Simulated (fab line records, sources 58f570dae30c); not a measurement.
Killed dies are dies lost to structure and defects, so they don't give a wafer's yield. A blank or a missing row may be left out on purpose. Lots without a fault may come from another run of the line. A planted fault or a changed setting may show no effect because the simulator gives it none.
Which tool did it? | flow berkeley_cmos170 | 15 lots, 45 wafers sampled, at 2 steps of a route of 331

WHAT THE GAUGES READ, wafer by wafer
UCB170_CONTACT_THK_MEAS_02. Usual: CONTACT_PSG_THK 697 nm, standard deviation 5.3.
lot  | measured     | on            | CONTACT_PSG_THK (nm)    | flag
L499 | day 9 01:34  | film_metro-01 | 698 693 697             |
L500 | day 9 01:44  | film_metro-04 | 690 687 688             |
L501 | day 9 18:25  | film_metro-01 | 698 691 689             |
L503 | day 10 11:37 | film_metro-04 | 699 701 698             |
L502 | day 10 13:23 | film_metro-01 | 699 707 704             |
L504 | day 10 13:27 | film_metro-04 | 702 702 701             |
L505 | day 10 13:24 | film_metro-02 | 684 694 691             |
L506 | day 10 13:23 | film_metro-04 | 694 696 697             |
L507 | day 10 22:35 | film_metro-02 | 500 502 500 499 502 500 | OFF
L508 | day 10 22:35 | film_metro-04 | 504 505 502 504 505 501 | OFF
L512 | day 11 12:12 | film_metro-01 | 702 705 704             |
L511 | day 11 13:52 | film_metro-02 | 504 499 499 503 499 499 | OFF
L513 | day 11 23:04 | film_metro-01 | 703 701 703             |
L517 | day 12 19:02 | film_metro-01 | 707 704 706             |
L519 | day 12 19:03 | film_metro-02 | 693 692 692             |

WHICH TOOL RAN EACH LOT (tool, then ch and the chambers of the sampled wafers, then the start)
lot  | UCB170_CONTACT_CVD_01
L499 | lpcvd-01 ch 1, day 8 23:46
L500 | lpcvd-02 ch 1, day 8 23:56
L501 | lpcvd-01 ch 1, day 9 16:37
L503 | lpcvd-01 ch 0, day 10 09:49
L502 | lpcvd-01 ch 0, day 10 11:36
L504 | lpcvd-01 ch 0, day 10 11:36
L505 | lpcvd-01 ch 0, day 10 11:36
L506 | lpcvd-01 ch 1, day 10 11:36
L507 | lpcvd-01 ch 1, day 10 19:54
L508 | lpcvd-01 ch 1, day 10 19:54
L512 | lpcvd-02 ch 0, day 11 10:25
L511 | lpcvd-01 ch 1, day 11 11:10
L513 | lpcvd-01 ch 0, day 11 20:22
L517 | lpcvd-02 ch 1, day 12 17:15
L519 | lpcvd-02 ch 0, day 12 17:15
- UCB170_CONTACT_CVD_01: deposits PSG from SiH4/O2/PH3, target thk 700 nm, time 2820 s.

WHAT THE TOOLS THEMSELVES READ (means of the sampled wafers that have a number; where no wafer has one, the mark that the record gives instead)
UCB170_CONTACT_CVD_01. Usual: zone_power_source_pct 7.3 %, standard deviation 0.37.
lot  | tool     | zone_power_source_pct (%) | flag
L499 | lpcvd-01 | 7.0                       |
L500 | lpcvd-02 | 6.7                       |
L501 | lpcvd-01 | 7.0                       |
L503 | lpcvd-01 | 7.7                       |
L502 | lpcvd-01 | 7.7                       |
L504 | lpcvd-01 | 7.8                       |
L505 | lpcvd-01 | 7.7                       |
L506 | lpcvd-01 | 7.1                       |
L507 | lpcvd-01 | 7.1                       |
L508 | lpcvd-01 | 7.0                       |
L512 | lpcvd-02 | 7.5                       |
L511 | lpcvd-01 | 7.0                       |
L513 | lpcvd-01 | 7.7                       |
L517 | lpcvd-02 | 6.6                       |
L519 | lpcvd-02 | 7.5                       |

THE ANSWER, worked out from the rows above alone
Rule: a lot is off if the mean of its wafers that have a number lies more than 3 standard deviations from the usual mean. A lot without any number at a reading at which 4 lots or more have one is off too. The other lots that the step has rows for count as sound. The gauges are gone through in route order, then the tools' own readings, and for those a lot's mean is taken as printed above. The first step at which some lot is off is used, and at that step the reading that is off furthest; a lot without a number counts as furthest.
Off: L507, L508, L511, at UCB170_CONTACT_THK_MEAS_02 (CONTACT_PSG_THK).
A tool fits if, at a process step before that reading, it ran every lot that is off, and no sound lot after the first of them. The gauges at UCB170_CONTACT_THK_MEAS_02 are tried like those tools. None of those tried fits.

WHAT THE SIMULATOR HAD PUT IN
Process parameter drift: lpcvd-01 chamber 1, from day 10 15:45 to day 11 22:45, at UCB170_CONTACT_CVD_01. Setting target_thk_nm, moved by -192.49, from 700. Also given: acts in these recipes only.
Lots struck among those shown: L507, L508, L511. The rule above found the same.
